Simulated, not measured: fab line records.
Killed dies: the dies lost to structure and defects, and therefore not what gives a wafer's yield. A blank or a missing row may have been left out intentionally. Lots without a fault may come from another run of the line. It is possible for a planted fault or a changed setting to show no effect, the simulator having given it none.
Matching of chambers || flow berkeley cmos170 || pecvd-04 running UCB170_V2_CVD_00: 3 sister chambers
The step deposits SiO2 from TEOS/O2, target thk 2000 nm, time 250 s. 6 wafers are shown with their chamber, then 9 later ones without.

== EACH WAFER AND ITS CHAMBER ==
{"wafer": "L751.3", "chamber": 1, "heater power w (W)": 222, "rf fwd power W (W)": 550.2}
{"wafer": "L752.4", "chamber": 1, "heater power w (W)": 190, "rf fwd power W (W)": 549.3}
{"wafer": "L752.5", "chamber": 0, "heater power w (W)": 171, "rf fwd power W (W)": 548.7}
{"wafer": "L753.1", "chamber": 2, "heater power w (W)": 281, "rf fwd power W (W)": 550.4}
{"wafer": "L753.3", "chamber": 0, "heater power w (W)": 258, "rf fwd power W (W)": 546.6}
{"wafer": "L753.5", "chamber": 2, "heater power w (W)": 345, "rf fwd power W (W)": 548.2}

== WAFERS WITHOUT THEIR CHAMBER ==
{"wafer": "L759.3", "heater power w (W)": 320, "rf fwd power W (W)": 547.9}
{"wafer": "L759.4", "heater power w (W)": 190, "rf fwd power W (W)": 549.5}
{"wafer": "L759.6", "heater power w (W)": 248, "rf fwd power W (W)": 547.0}
{"wafer": "L763.1", "heater power w (W)": 193, "rf fwd power W (W)": 548.8}
{"wafer": "L763.2", "heater power w (W)": 305, "rf fwd power W (W)": 548.6}
{"wafer": "L763.5", "heater power w (W)": 185, "rf fwd power W (W)": 547.6}
{"wafer": "L765.2", "heater power w (W)": 220, "rf fwd power W (W)": 551.1}
{"wafer": "L765.3", "heater power w (W)": 217, "rf fwd power W (W)": 548.8}
{"wafer": "L765.6", "heater power w (W)": 268, "rf fwd power W (W)": 549.0}

== WHICH CHAMBER EACH WENT THROUGH ==
{"wafer": "L759.3", "from the rows above": "can't be placed: 2 or 0 or 1", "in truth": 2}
{"wafer": "L759.4", "from the rows above": "can't be placed: 1 or 0", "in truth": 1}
{"wafer": "L759.6", "from the rows above": "can't be placed: 0 or 2 or 1", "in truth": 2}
{"wafer": "L763.1", "from the rows above": "can't be placed: 1 or 0 or 2", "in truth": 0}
{"wafer": "L763.2", "from the rows above": "can't be placed: 2 or 0 or 1", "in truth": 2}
{"wafer": "L763.5", "from the rows above": "can't be placed: 0 or 1", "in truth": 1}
{"wafer": "L765.2", "from the rows above": "can't be placed: 1 or 2 or 0", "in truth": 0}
{"wafer": "L765.3", "from the rows above": "can't be placed: 1 or 0 or 2", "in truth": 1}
{"wafer": "L765.6", "from the rows above": "can't be placed: 2 or 1 or 0", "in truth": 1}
Correctly placed: 0 of 9. Unplaceable from these rows: 9, with the true chamber sitting among the candidates in 9. 0 placed wrongly.
How it was worked out, from the rows above alone: a wafer's distance from a chamber is the root of the sum, over the readings, of the square of ((its reading less the chamber's mean) divided by the reading's scatter). If the next closest chamber is less than 2 further off than the closest, the wafer can't be placed; otherwise it belongs to the closest. The mean given for a chamber averages the wafers shown for that chamber. The scatter: take each reading less its chamber's mean, square it, sum over the shown wafers, divide by the number of wafers less the number of chambers, and take the root.
